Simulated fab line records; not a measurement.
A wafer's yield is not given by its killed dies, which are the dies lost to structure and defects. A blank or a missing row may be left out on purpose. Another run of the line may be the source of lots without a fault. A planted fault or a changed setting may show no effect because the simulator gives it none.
fab line records / flow rit_cmos
record: lots: 15 wafers: 45 last_day: 7
route steps=202 shown ACTIVE@11
lots that met no fault: from a run of the same line without faults
start_h: hours from the record's opening day to when the first of the lot's shown wafers began / wait_h: hours from the lot's prior step to this one / " as in the row above / L1.1+2: several wafers, shown together as one row / - value missing, or start not given / * or withheld: withheld / < > ~ a bound
route shown NAME@n: a module of which the file shows steps, and the number in the route of the first / usual: the fault-free wafers' mean and standard deviation / same: alike in all rows / chamber/n: place in a boat / sites: readings site by site / _std_site: their standard deviation / _edge_site: the outer-site mean with the inner-site mean subtracted / radius_mm: for every site, how far away it sits from the centre of the wafer / mask NAME#n: copy n / behind: the last tool/chamber to shape the wafer / hold: why the lot was held/for how many hours/how that ended / device: the n, p or np transistor that did not switch / end of line: the tests these same wafers got at the end of their route / where a step has no rows: the recipe by itself / killed: dies lost to structure and defects at the first sort, not the wafer's yield / map: dies across one wafer; x = killed, . = not, _ = none there
set.NAME: the setting that was run; set.NAME@STEP: the one run at that earlier step / model.NAME: the simulator's own value behind a step, which no gauge read
route steps across a sampled set of lots; one table per step, one row per wafer
== steps ==
step: RIT_ACTIVE_DEVELOP_10
recipe: resist: NOVOLAK develop_time_s: 50 dev_temp_c: 23
usual: chill_plate_temp_C: 23.03/0.11 develop_time_s: 50/0
lot.wafer=L299.1 tool=litho_track-04 chamber=0 start_h=14 wait_h=- chill_plate_temp_C=23.03 develop_time_s=50
lot.wafer=L299.3 tool=litho_track-04 chamber=0 start_h=14 wait_h=- chill_plate_temp_C=23.03 develop_time_s=50
lot.wafer=L299.6 tool=litho_track-04 chamber=0 start_h=14 wait_h=- chill_plate_temp_C=22.84 develop_time_s=50
lot.wafer=L300.2 tool=litho_track-03 chamber=0 start_h=19 wait_h=- chill_plate_temp_C=22.97 develop_time_s=50
lot.wafer=L300.3 tool=litho_track-03 chamber=0 start_h=20 wait_h=- chill_plate_temp_C=22.87 develop_time_s=50
lot.wafer=L300.6 tool=litho_track-03 chamber=0 start_h=20 wait_h=- chill_plate_temp_C=23.10 develop_time_s=50
lot.wafer=L301.1 tool=litho_track-01 chamber=0 start_h=25 wait_h=- chill_plate_temp_C=23.04 develop_time_s=50
lot.wafer=L301.2 tool=litho_track-01 chamber=0 start_h=25 wait_h=- chill_plate_temp_C=23.33 develop_time_s=50
lot.wafer=L301.4 tool=litho_track-01 chamber=0 start_h=25 wait_h=- chill_plate_temp_C=23.04 develop_time_s=50
lot.wafer=L303.2 tool=litho_track-03 chamber=0 start_h=36 wait_h=- chill_plate_temp_C=22.92 develop_time_s=50
lot.wafer=L303.4 tool=litho_track-03 chamber=0 start_h=36 wait_h=- chill_plate_temp_C=23.26 develop_time_s=50
lot.wafer=L303.5 tool=litho_track-03 chamber=0 start_h=36 wait_h=- chill_plate_temp_C=22.86 develop_time_s=50
lot.wafer=L305.2 tool=litho_track-03 chamber=0 start_h=46 wait_h=- chill_plate_temp_C=23.03 develop_time_s=50
lot.wafer=L305.5 tool=litho_track-03 chamber=0 start_h=46 wait_h=- chill_plate_temp_C=22.97 develop_time_s=50
lot.wafer=L305.6 tool=litho_track-03 chamber=0 start_h=46 wait_h=- chill_plate_temp_C=23.12 develop_time_s=50
lot.wafer=L307.2 tool=litho_track-03 chamber=0 start_h=56 wait_h=- chill_plate_temp_C=22.98 develop_time_s=50
lot.wafer=L307.3 tool=litho_track-03 chamber=0 start_h=56 wait_h=- chill_plate_temp_C=22.99 develop_time_s=50
lot.wafer=L307.6 tool=litho_track-03 chamber=0 start_h=56 wait_h=- chill_plate_temp_C=23.13 develop_time_s=50
lot.wafer=L309.3 tool=litho_track-01 chamber=- start_h=65 wait_h=- chill_plate_temp_C=- develop_time_s=-
lot.wafer=L309.4 tool=litho_track-01 chamber=- start_h=65 wait_h=- chill_plate_temp_C=- develop_time_s=-
lot.wafer=L309.6 tool=litho_track-01 chamber=- start_h=65 wait_h=- chill_plate_temp_C=- develop_time_s=-
lot.wafer=L310.2 tool=litho_track-04 chamber=- start_h=70 wait_h=- chill_plate_temp_C=- develop_time_s=-
lot.wafer=L310.5 tool=litho_track-04 chamber=- start_h=70 wait_h=- chill_plate_temp_C=- develop_time_s=-
lot.wafer=L310.6 tool=litho_track-04 chamber=- start_h=70 wait_h=- chill_plate_temp_C=- develop_time_s=-
lot.wafer=L311.1 tool=litho_track-03 chamber=- start_h=78 wait_h=- chill_plate_temp_C=- develop_time_s=-
lot.wafer=L311.3 tool=litho_track-03 chamber=- start_h=78 wait_h=- chill_plate_temp_C=- develop_time_s=-
lot.wafer=L311.5 tool=litho_track-03 chamber=- start_h=78 wait_h=- chill_plate_temp_C=- develop_time_s=-
lot.wafer=L313.1 tool=litho_track-03 chamber=0 start_h=85 wait_h=- chill_plate_temp_C=23.01 develop_time_s=50
lot.wafer=L313.3 tool=litho_track-03 chamber=0 start_h=85 wait_h=- chill_plate_temp_C=22.99 develop_time_s=50
lot.wafer=L313.5 tool=litho_track-03 chamber=0 start_h=85 wait_h=- chill_plate_temp_C=22.98 develop_time_s=50
lot.wafer=L316.2 tool=litho_track-01 chamber=0 start_h=99 wait_h=- chill_plate_temp_C=23.01 develop_time_s=50
lot.wafer=L316.4 tool=litho_track-01 chamber=0 start_h=99 wait_h=- chill_plate_temp_C=23.07 develop_time_s=50
lot.wafer=L316.6 tool=litho_track-01 chamber=0 start_h=99 wait_h=- chill_plate_temp_C=23.00 develop_time_s=50
lot.wafer=L317.2 tool=litho_track-01 chamber=0 start_h=105 wait_h=- chill_plate_temp_C=23.01 develop_time_s=50
lot.wafer=L317.3 tool=litho_track-01 chamber=0 start_h=105 wait_h=- chill_plate_temp_C=23.15 develop_time_s=50
lot.wafer=L317.4 tool=litho_track-01 chamber=0 start_h=105 wait_h=- chill_plate_temp_C=22.95 develop_time_s=50
lot.wafer=L319.4 tool=litho_track-03 chamber=0 start_h=115 wait_h=- chill_plate_temp_C=22.95 develop_time_s=50
lot.wafer=L319.5 tool=litho_track-03 chamber=0 start_h=115 wait_h=- chill_plate_temp_C=23.06 develop_time_s=50
lot.wafer=L319.6 tool=litho_track-03 chamber=0 start_h=115 wait_h=- chill_plate_temp_C=22.93 develop_time_s=50
lot.wafer=L320.2 tool=litho_track-01 chamber=0 start_h=119 wait_h=- chill_plate_temp_C=23.00 develop_time_s=50
lot.wafer=L320.4 tool=litho_track-01 chamber=0 start_h=119 wait_h=- chill_plate_temp_C=22.83 develop_time_s=50
lot.wafer=L320.5 tool=litho_track-01 chamber=0 start_h=119 wait_h=- chill_plate_temp_C=23.00 develop_time_s=50
lot.wafer=L321.1 tool=litho_track-01 chamber=0 start_h=125 wait_h=- chill_plate_temp_C=23.02 develop_time_s=50
lot.wafer=L321.3 tool=litho_track-01 chamber=0 start_h=125 wait_h=- chill_plate_temp_C=22.99 develop_time_s=50
lot.wafer=L321.4 tool=litho_track-01 chamber=0 start_h=125 wait_h=- chill_plate_temp_C=23.08 develop_time_s=50
== key ==
first_sign: step: RIT_ACTIVE_DEVELOP_10 reading: tool_record direction: missing
effect none on later readings
met_at RIT_ACTIVE_DEVELOP_10
struck_lots L309,L310,L311
later_rows_left_out L309.3,L309.4,L309.6,L310.2,L310.5,L310.6,L311.1,L311.3,L311.5
sort_left_out L309.3,L309.4,L309.6,L310.2,L310.5,L310.6,L311.1,L311.3,L311.5
tester_left_out L309,L310,L311
onset_between 56 65
fault: kind: skipped_step_whole tool: litho_track-01,litho_track-03,litho_track-04 chamber: - onset_h: 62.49 steps: RIT_ACTIVE_DEVELOP_10 scope: struck_lots_only
tester_left_out: of these lots the tester's yield and bins aren't shown, on N5 and GAA mostly nor the transistor test; their killed dies are dies lost to structure and defects alone, not to doping, threshold or leakage, so they don't give the yield
sort_left_out: the simulated sort isn't trusted on such a fault, so these wafers' sort isn't shown, and their yield isn't known
later_rows_left_out: the simulator's readings of these wafers behind a module that went badly wrong aren't trusted and aren't shown, but for the sort
